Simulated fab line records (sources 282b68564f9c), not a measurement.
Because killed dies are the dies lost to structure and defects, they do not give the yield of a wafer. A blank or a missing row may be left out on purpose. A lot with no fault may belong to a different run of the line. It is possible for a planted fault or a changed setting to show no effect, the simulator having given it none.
Which tool was responsible? ; flow rit cmos ; 42 wafers from 14 lots sampled at 3 of the route's 202 steps

== WHAT THE GAUGES READ, wafer by wafer ==
RIT_M1_RS_MEAS_01: the measuring method here is four-point-probe.
lot;measured;on;M1_AL_RS (ohm/sq)
L821;day 4 00:20;film metro-04;0.0730 0.0736 0.0737
L822;day 4 05:16;film metro-04;0.0738 0.0725 0.0734
L823;day 4 12:49;film metro-02;0.0740 0.0735 0.0732
L824;day 4 17:28;film metro-02;0.0751 0.0750 0.0746
L827;day 5 05:03;film metro-02;0.0745 0.0739 0.0745
L828;day 5 10:44;film metro-02;0.0739 0.0744 0.0737
L829;day 5 12:10;film metro-04;0.0745 0.0739 0.0733
L830;day 5 18:10;film metro-02;0.0730 0.0728 0.0737
L831;day 6 00:27;film metro-01;0.0747 0.0744 0.0747
L833;day 6 09:00;film metro-01;0.0731 0.0730 0.0734
L838;day 7 08:38;film metro-01;0.0528 0.0739 0.0748
L837;day 7 11:20;film metro-01;0.0746 0.0742 0.0746
L840;day 8 08:45;film metro-02;0.0740 0.0528 0.0737
L842;day 8 15:30;film metro-01;0.0738 0.0744 0.0749

RIT_M1_THK_MEAS_02: measures by xrf.
lot;measured;on;M1_AL_THK (nm)
L821;day 4 00:27;film metro-04;410 406 405
L822;day 4 05:22;film metro-04;406 413 407
L823;day 4 12:56;film metro-02;407 409 410
L824;day 4 17:34;film metro-02;403 401 403
L827;day 5 05:10;film metro-02;403 407 401
L828;day 5 10:50;film metro-02;409 404 408
L829;day 5 12:16;film metro-04;404 404 409
L830;day 5 18:16;film metro-02;410 413 406
L831;day 6 00:34;film metro-01;399 401 397
L833;day 6 09:06;film metro-01;406 407 403
L838;day 7 08:45;film metro-01;561 399 396
L837;day 7 11:27;film metro-01;399 402 399
L840;day 8 08:52;film metro-02;405 566 407
L842;day 8 15:37;film metro-01;403 396 393

== WHICH TOOL RAN EACH LOT (tool, then ch and the chambers of the sampled wafers, then the start) ==
lot;RIT_M1_SPUTTER_00
L821;pvd sputter-04, day 4 00:02
L822;pvd sputter-01, day 4 04:57
L823;pvd sputter-01, day 4 12:31
L824;pvd sputter-04, day 4 17:09
L827;pvd sputter-04, day 5 04:44
L828;pvd sputter-01, day 5 10:23
L829;pvd sputter-04, day 5 11:49
L830;pvd sputter-01, day 5 17:50
L831;pvd sputter-04, day 6 00:09
L833;pvd sputter-03, day 6 08:40
L838;pvd sputter-04, day 7 08:20
L837;pvd sputter-01, day 7 11:02
L840;pvd sputter-04, day 8 08:26
L842;pvd sputter-01, day 8 15:11
- RIT_M1_SPUTTER_00: material Al, target thk 400 nm, time 500 s.

== WHAT THE TOOLS THEMSELVES READ (means of the sampled wafers that have a number; where no wafer has one, the mark that the record gives instead) ==
RIT_M1_SPUTTER_00.
lot;tool;substrate temp c (C);throttle valve pct (%)
L821;pvd sputter-04;24.98;30.3
L822;pvd sputter-01;24.96;30.3
L823;pvd sputter-01;25.01;30.5
L824;pvd sputter-04;24.94;28.9
L827;pvd sputter-04;25.04;28.7
L828;pvd sputter-01;25.06;30.1
L829;pvd sputter-04;25.10;29.5
L830;pvd sputter-01;24.88;30.3
L831;pvd sputter-04;25.02;29.2
L833;pvd sputter-03;25.03;30.9
L838;pvd sputter-04;24.87;29.4
L837;pvd sputter-01;24.93;30.5
L840;pvd sputter-04;25.00;28.9
L842;pvd sputter-01;24.97;30.5

== THE ANSWER, worked out from the rows above alone ==
Rule: the usual values come from the lots themselves. Put in order of their means at a reading, lots are off if they are a third of the lots or fewer, leave a main group of 4 or more, and stand apart from it by a gap of 3 or more times the standard deviation of the main group's means; of several such gaps the widest counts. Not used: any main group whose means are identical at the precision the tables above print for the reading. A lot without any number at a reading at which 4 lots or more have one is off too. Where the step has rows for the other lots, those lots are counted as sound. The gauges are gone through in route order, then the tools' own readings, and for those a lot's mean is taken as printed above. At the first step where some lot is off, the reading lying furthest off is the one used; lots without a number count as furthest.
Off: L838, L840, seen at RIT_M1_RS_MEAS_01 (M1_AL_RS). The main group: mean 0.0739 ohm/sq, standard deviation 0.00058.
If a tool, at a process step before that reading, ran all the lots that are off and no sound lot after the first of them, it fits. Gauges at RIT_M1_RS_MEAS_01: tried the same way as those tools. One fits: pvd sputter-04 at RIT_M1_SPUTTER_00. Its last sound lot is L831 (day 6 00:09), its first lot that is off L838 (day 7 08:20): a fault that began between those two fits.

== WHAT HAD BEEN PUT IN BY THE SIMULATOR ==
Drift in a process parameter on pvd sputter-04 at RIT_M1_SPUTTER_00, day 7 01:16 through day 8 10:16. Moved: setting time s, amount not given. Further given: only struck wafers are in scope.
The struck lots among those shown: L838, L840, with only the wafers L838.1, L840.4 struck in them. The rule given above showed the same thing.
